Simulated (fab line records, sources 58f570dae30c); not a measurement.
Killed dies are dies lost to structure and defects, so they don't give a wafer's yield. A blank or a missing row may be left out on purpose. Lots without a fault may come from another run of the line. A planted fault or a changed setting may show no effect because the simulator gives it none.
Split-lot experiment | flow berkeley_cmos170 | 5 lots, 27 wafers read, on a route of 331 steps

THE SPLIT
At UCB170_M2_DEVELOP_14 (develop time 45 s), the setting develop_time_s was moved away from the recipe's 45 s on 9 of the 27 wafers read, by -56.5% to -18.8%. The other wafers ran this setting at the recipe's value.

FROM THE SPLIT TO THE READING: what the file shows between them, 4 steps
- UCB170_M2_CD_MEAS_15: target cd 700 nm
- UCB170_M2_ETCH_17: etches BARC in N2/H2
- UCB170_M2_METAL_ETCH_18: etches Al in Cl2/BCl3, stops on SiO2, target depth 1170 nm, time 195 s
- UCB170_M2_STRIP_19: strips in O2

THE READING
cd_nm, in nm, at UCB170_M2_CD_MEAS_90 (target cd 700 nm). Fault-free wafers of this fab line usually give 700.4 nm, standard deviation 2 nm.

wafer  | tool, chamber at the split | develop_time_s as run, s | against the recipe | cd_nm, nm | against lot-mates on the recipe
L076.1 | litho_track-04, 0          | 45                       | recipe             | 696.4     | -
L076.2 | litho_track-04, 0          | 45                       | recipe             | 700.2     | -
L076.3 | litho_track-04, 0          | 45                       | recipe             | 699.4     | -
L076.4 | litho_track-04, 0          | 45                       | recipe             | 699.2     | -
L076.5 | litho_track-04, 0          | 45                       | recipe             | 699.1     | -
L076.6 | litho_track-04, 0          | 45                       | recipe             | 700.4     | -
L075.1 | litho_track-02, 0          | 27.48                    | -38.9%             | 707.0     | +5.5
L075.2 | litho_track-02, 0          | 45                       | recipe             | 700.7     | -
L075.3 | litho_track-02, 0          | 27.48                    | -38.9%             | 704.3     | +2.8
L075.4 | litho_track-02, 0          | 45                       | recipe             | 701.7     | -
L075.5 | litho_track-02, 0          | 45                       | recipe             | 702.0     | -
L075.6 | litho_track-02, 0          | 27.48                    | -38.9%             | 702.4     | +0.9
L077.1 | litho_track-01, 0          | 45                       | recipe             | 700.7     | -
L077.2 | litho_track-01, 0          | 36.54                    | -18.8%             | 704.1     | +2.8
L077.3 | litho_track-01, 0          | 36.54                    | -18.8%             | 704.0     | +2.7
L077.4 | litho_track-01, 0          | 45                       | recipe             | 701.7     | -
L077.5 | litho_track-01, 0          | 45                       | recipe             | 701.5     | -
L077.6 | litho_track-01, 0          | 36.54                    | -18.8%             | 705.4     | +4.1
L078.1 | litho_track-04, 0          | 19.59                    | -56.5%             | 707.4     | +8.2
L078.2 | litho_track-04, 0          | 45                       | recipe             | 699.9     | -
L078.3 | litho_track-04, 0          | 45                       | recipe             | 697.5     | -
L078.4 | litho_track-04, 0          | 19.59                    | -56.5%             | 706.4     | +7.2
L078.5 | litho_track-04, 0          | 19.59                    | -56.5%             | 706.4     | +7.2
L078.6 | litho_track-04, 0          | 45                       | recipe             | 700.2     | -
L080.1 | litho_track-01, 0          | 45                       | recipe             | 699.0     | -
L080.4 | litho_track-01, 0          | 45                       | recipe             | 698.8     | -
L080.5 | litho_track-01, 0          | 45                       | recipe             | 697.5     | -

THE FIT
A straight line over all 27 wafers: cd_nm changes by -0.127 nm for each +1% of develop_time_s; r = -0.85; the points scatter about the line by 1.7 nm.
The same after taking each lot's own level away (the mean of its wafers on the recipe; 27 wafers): -0.119 nm for each +1%; r = -0.89; scatter 1.3 nm.
On that fit, the largest move of develop_time_s shifts the reading by 6.7 nm.
The lots' own levels span 698.43 to 701.47 nm, that is 1.5 times the standard deviation above.
So the lot-to-lot level changes the slope little: the two slopes agree.
Check: with one of the wafers moved furthest among these (-56.5%) left out of the fit, the line predicts +6.37 nm for it against its lot-mates. It came out at +8.2 nm against them.

OTHER SPLITS ON THESE WAFERS
These wafers also went through other splits before the reading. Each is held against what the fit with the lots' levels taken away leaves over:
other split on the same wafers         | wafers away from the commonest value | r with cd_nm (lot level and that fit taken away)
UCB170_START_OXIDATION_02 ox_time_s    | 21                                   | +0.32
UCB170_SCREENOX_OXIDATION_01 ox_time_s | 18                                   | -0.30
UCB170_M1_SPUTTER_00 time_s            | 9                                    | +0.07

THE WHOLE CHAIN: every reading that the file lists as answering this split, in the file's order
step                 | what it does         | reading                                                   | change (the file's fit)               | r (the file's)
UCB170_M2_CD_MEAS_15 | target cd 700 nm     | cd_nm                                                     | -0.121 nm for each +1% of the setting | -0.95
UCB170_M2_ETCH_17    | etches BARC in N2/H2 | M2.cd_nm (the simulator's own value, which no gauge read) | -0.121 nm for each +1% of the setting | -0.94
UCB170_M2_CD_MEAS_90 | target cd 700 nm     | cd_nm                                                     | -0.12 nm for each +1% of the setting  | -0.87

THE FILE'S OWN FIT
cd_nm changes by -0.12 nm for each +1% of develop_time_s, r = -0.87.
